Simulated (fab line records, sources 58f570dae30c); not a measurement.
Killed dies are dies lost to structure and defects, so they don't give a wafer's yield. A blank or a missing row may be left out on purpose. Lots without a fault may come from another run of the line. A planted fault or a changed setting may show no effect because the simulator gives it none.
One fault seen from 2 desks | flow berkeley_cmos170 | each desk has only its own numbers; what lay behind them comes last

THE TOOL OWNER'S DESK: litho_track-02
The tool's own readings at UCB170_PWELL_PEB_11: means of the sampled wafers that have a number, for each lot that ran on this tool. A lot is out of limits, marked OUT, if its mean lies more than 4 standard deviations from the usual mean; the brackets give that distance.
Columns: A = heater_power_total_W at UCB170_PWELL_PEB_11, usual 56.80 W; B = plate_temp_C at UCB170_PWELL_PEB_11, usual 130.00 C
lot  | first seen here | A                       | B
L122 | day 2 21:02     | 56.78                   | 129.95
L124 | day 3 04:16     | 56.82                   | 129.97
L128 | day 4 04:03     | 56.81                   | 129.85
L132 | day 5 01:31     | 56.76                   | 130.03
L134 | day 5 13:22     | 56.79                   | 130.03
L137 | day 6 05:37     | 64.84 (+99 or more) OUT | 143.95 (+99 or more) OUT
L138 | day 6 10:05     | 64.78 (+99 or more) OUT | 143.72 (+98) OUT
This desk's finding: out of limits on L137, L138; first on L137, day 6 05:37 (heater_power_total_W at UCB170_PWELL_PEB_11). In limits: L122, L124, L128, L132, L134.

THE METROLOGY DESK
What the gauges read, lot by lot, whatever tool the lot ran on: means of the sampled wafers that have a number. A lot is out of limits, marked OUT, if its mean lies more than 4 standard deviations from the usual mean; the brackets give that distance.
Columns: A = NWELL_OXIDE_THK at UCB170_NWELL_THK_MEAS_02, usual 26.6 nm; B = WELLDRIVE_OXIDE_THK at UCB170_WELLDRIVE_THK_MEAS_02, usual 199 nm; C = PVT_OVL at UCB170_PVT_OVL_MEAS_06, usual 0 nm
lot  | first seen here | A    | B   | C
L122 | day 1 23:22     | 26.6 | 198 | -3
L124 | day 2 05:15     | 26.2 | 200 | -7
L123 | day 2 05:17     | 26.7 | 196 | -2
L125 | day 2 12:08     | 27.8 | 203 | -9
L127 | day 2 21:28     | 26.7 | 203 | -2
L128 | day 3 03:07     | 27.6 | 201 | 2
L131 | day 3 19:56     | 26.4 | 205 | -5
L132 | day 4 00:48     | 26.8 | 196 | 3
L133 | day 4 05:08     | 26.5 | 201 | 5
L134 | day 4 10:59     | 26.6 | 196 | 3
L137 | day 4 23:55     | 25.6 | 198 | 7
L138 | day 5 07:54     | 25.9 | 202 | 1
L140 | day 6 01:17     | 26.1 | 196 | 4
L145 | day 6 19:07     | 26.8 | 196 | 6
This desk's finding: nothing out of limits on any of the 14 lots.

PUT TOGETHER
The tool owner's desk could have raised an alarm at day 6 05:37, on L137, L138.
The metrology desk saw nothing out of limits.
The metrology desk has L137, L138 on record, within its limits.
Of the lots named, all ran UCB170_PWELL_PEB_11 on litho_track-02.

WHAT THE SIMULATOR HAD PUT IN
Process parameter drift: litho_track-02, from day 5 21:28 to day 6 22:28, at UCB170_PWELL_PEB_11. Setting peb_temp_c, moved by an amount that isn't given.
Lots struck among those shown: L137, L138.
Hours from the fault's start to each desk's first reading out of limits: the tool owner's desk, 8.
